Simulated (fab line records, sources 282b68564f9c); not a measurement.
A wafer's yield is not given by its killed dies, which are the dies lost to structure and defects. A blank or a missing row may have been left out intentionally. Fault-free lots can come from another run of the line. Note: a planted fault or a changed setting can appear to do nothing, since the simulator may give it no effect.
Which tool did it? ; flow rit_cmos ; 6 lots with 18 wafers sampled at 2 steps, on a route of 202 steps

## WHAT THE GAUGES SHOWED, per wafer
RIT_PLDD_TW_MEAS_10.
lot;measured;on;PLDD_TW
L798;day 3 10:52;film_metro-02;2337 2348 2333
L800;day 3 18:18;film_metro-02;2345 2357 2351
L802;day 4 02:46;film_metro-02;2347 2343 2348
L804;day 4 14:50;film_metro-04;2338 2346 2353
L807;day 5 03:39;film_metro-02;2362 2364 2358
L809;day 5 15:00;film_metro-02;30 30 30

## EACH LOT AND THE TOOL THAT RAN IT (in order: tool; ch and the chambers of the sampled wafers; start)
lot;RIT_NLDD_STRIP_09
L798;plasma_asher-03 ch 0,1, day 3 09:02
L800;plasma_asher-03 ch 0, day 3 16:42
L802;plasma_asher-04 ch 0,1, day 4 01:10
L804;plasma_asher-03 ch 0,1, day 4 13:11
L807;plasma_asher-04 ch 1, day 5 02:02
L809;plasma_asher-04 ch 0,1, day 5 13:19
- RIT_NLDD_STRIP_09: strips in O2, time 180 s.

## THE ANSWER, worked out from the rows above alone
Rule: what is usual is taken from the lots themselves. The widest of any qualifying gaps counts: lots, ordered by their means at a reading, are off when they make up no more than a third of the lots, leave a main group of 4 or more, and stand apart from it by 3 or more times the standard deviation of that group's means. Not used: any main group whose means are identical at the precision the tables above print for the reading. Also off: a lot with no number at a reading for which 4 or more lots have one. Where the step has rows for the other lots, those lots are counted as sound.
Off: L809, seen at RIT_PLDD_TW_MEAS_10 (PLDD_TW). For the main group the mean is 2349 and the standard deviation 7.3.
If a tool, at a process step before that reading, ran all the lots that are off and no sound lot after the first of them, it fits. The gauges at RIT_PLDD_TW_MEAS_10 are tried like those tools. Can't be told from this: 2 tools fit, plasma_asher-04 at RIT_NLDD_STRIP_09, film_metro-02 at RIT_PLDD_TW_MEAS_10.

## WHAT WAS PUT IN BY THE SIMULATOR
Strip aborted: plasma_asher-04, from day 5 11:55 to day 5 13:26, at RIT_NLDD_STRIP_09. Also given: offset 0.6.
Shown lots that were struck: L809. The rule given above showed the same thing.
